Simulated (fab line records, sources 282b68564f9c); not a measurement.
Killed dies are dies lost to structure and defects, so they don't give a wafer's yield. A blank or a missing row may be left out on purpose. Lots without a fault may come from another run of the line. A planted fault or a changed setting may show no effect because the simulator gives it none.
A struck lot beside a sound one | flow rit_cmos | 18 steps out of a route of 202
Sound: wafers L563.1, L563.3, L563.5. Struck: wafer L574.6. (L574.1, L574.5 of the same lot were not struck and are left out.) The cause comes at the end.
At each step with rows: each side's tool, then ch and its chambers, then its first start. Under that, the readings that differ: sound wafers | struck wafers | difference of the means | sigmas: that difference in standard deviations of wafers without a fault.
alike: readings whose means differ by less than 2 such deviations, and words and numbers that are the same on both sides. not compared: withheld readings, readings that some wafer has no value for, bounds like >300 that may hide the same value, and numbers for which the record gives no deviation and whose values overlap.
The two part at a step that has a row with sigmas, a row that says differs or no value, or rows on one side only. Numbers that don't overlap but have no deviation are shown without sigmas and don't part them. A reading that every wafer of one side lacks parts them only if that side has two wafers or more.

RIT_M1_SPUTTER_00: material Al, target thk 400 nm, time 500 s.
  sound on pvd_sputter-03, day 3 17:14; struck on pvd_sputter-02, day 5 21:38
  alike: throttle_valve_pct
RIT_M1_RS_MEAS_01: measures by four-point-probe.
  sound on film_metro-03, day 3 17:32; struck on film_metro-02, day 5 21:56
  alike: M1_AL_RS
RIT_M1_THK_MEAS_02: measures by xrf.
  sound on film_metro-03, day 3 17:39; struck on film_metro-02, day 5 22:03
  alike: M1_AL_THK
then, 6 steps without rows for these wafers: RIT_M1_HMDS_03 (prime time 60 s); RIT_M1_COAT_04 (resist thk 1300 nm); RIT_M1_SOFTBAKE_05 (time 60 s); RIT_M1_EXPOSE_06 (exposes mask M12, target cd 2600 nm); RIT_M1_PEB_07; RIT_M1_DEVELOP_08 (develop time 68 s).
RIT_M1_CD_MEAS_09: target cd 2600 nm.
  sound on cd_sem-02, day 3 18:35; struck on cd_sem-01, day 5 23:07
  alike: cd_nm
RIT_M1_OVL_MEAS_10:
  sound on overlay-02, day 3 18:43; struck on overlay-01, day 5 23:14
  alike: M1_OVL
then, 1 step without rows for these wafers: RIT_M1_HARDBAKE_11 (time 120 s).
RIT_M1_METAL_ETCH_12: etches Al in Cl2/BCl3, stops on SiO2, time 165 s, target depth 600 nm.
  sound on rie_metal-01 ch 1, day 3 19:00; struck on rie_metal-04 ch 1, day 5 23:31
  reading                                  | sound             | struck | difference | sigmas
  drypump_motor_current_A (A)              | 6.7 6.7 6.7       | 5.4    | -1.3       | -3
  model.NOVOLAK_of_M1_COAT_04.thk_nm (nm)  | 806.9 807.9 806   | 707.5  | -99.4      |
  model.M1.feature_depth_nm (nm)           | 426.1 427.3 428.1 | 444    | +17        |
  model.SiO2_of_CONTACT_CVD_00.thk_nm (nm) | 353.9 354.5 361.6 | 351.5  | -5.2       |
  alike: oes_product_au, throttle_valve_pct
  not compared: rf_hours_counter_h
then, 1 step without rows for these wafers: RIT_M1_STRIP_13 (strips in nmp, time 600 s).
RIT_M1_STRIP_14: strips in O2, time 180 s.
  sound on plasma_asher-01 ch 0,1, day 3 19:20; struck on plasma_asher-04 ch 0, day 6 00:06
  alike: drypump_motor_current_A
  not compared: rf_hours_counter_h
RIT_M1_CD_MEAS_90: target cd 2600 nm.
  sound on cd_sem-02, day 3 19:31; struck on cd_sem-02, day 6 00:17
  reading    | sound          | struck | difference | sigmas
  cd_nm (nm) | 2601 2598 2600 | 2589   | -11        | -3
then, 1 step without rows for these wafers: RIT_M1_ANNEAL_15 (time 1800 s).
RIT_M1_PROBE_99:
  sound on prober-02, day 3 21:15; struck on prober-02, day 6 02:16
  reading                               | sound                        | struck   | difference | sigmas
  killed_at_contacts                    | 0 0 0                        | 1        | +1         | +3
  model.etest.antenna_m1.vt_shift_v (V) | -0.01328 -0.009057 -0.009958 | -0.01875 | -0.00798   |
  alike: defect_limited_yield, killed_at_front_end, killed_dies, killed_open, killed_short, sort_bin_3_pad_short, sort_bin_5_function, sort_bin_6_memory, sort_n_pass, sort_yield_pct

WHERE THEY PART
First at RIT_M1_METAL_ETCH_12; last, within this record, at RIT_M1_PROBE_99.

WHY: what the simulator had put in
Process parameter drift: rie_metal-04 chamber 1, from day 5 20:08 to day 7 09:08, at RIT_M1_METAL_ETCH_12. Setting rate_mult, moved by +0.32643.
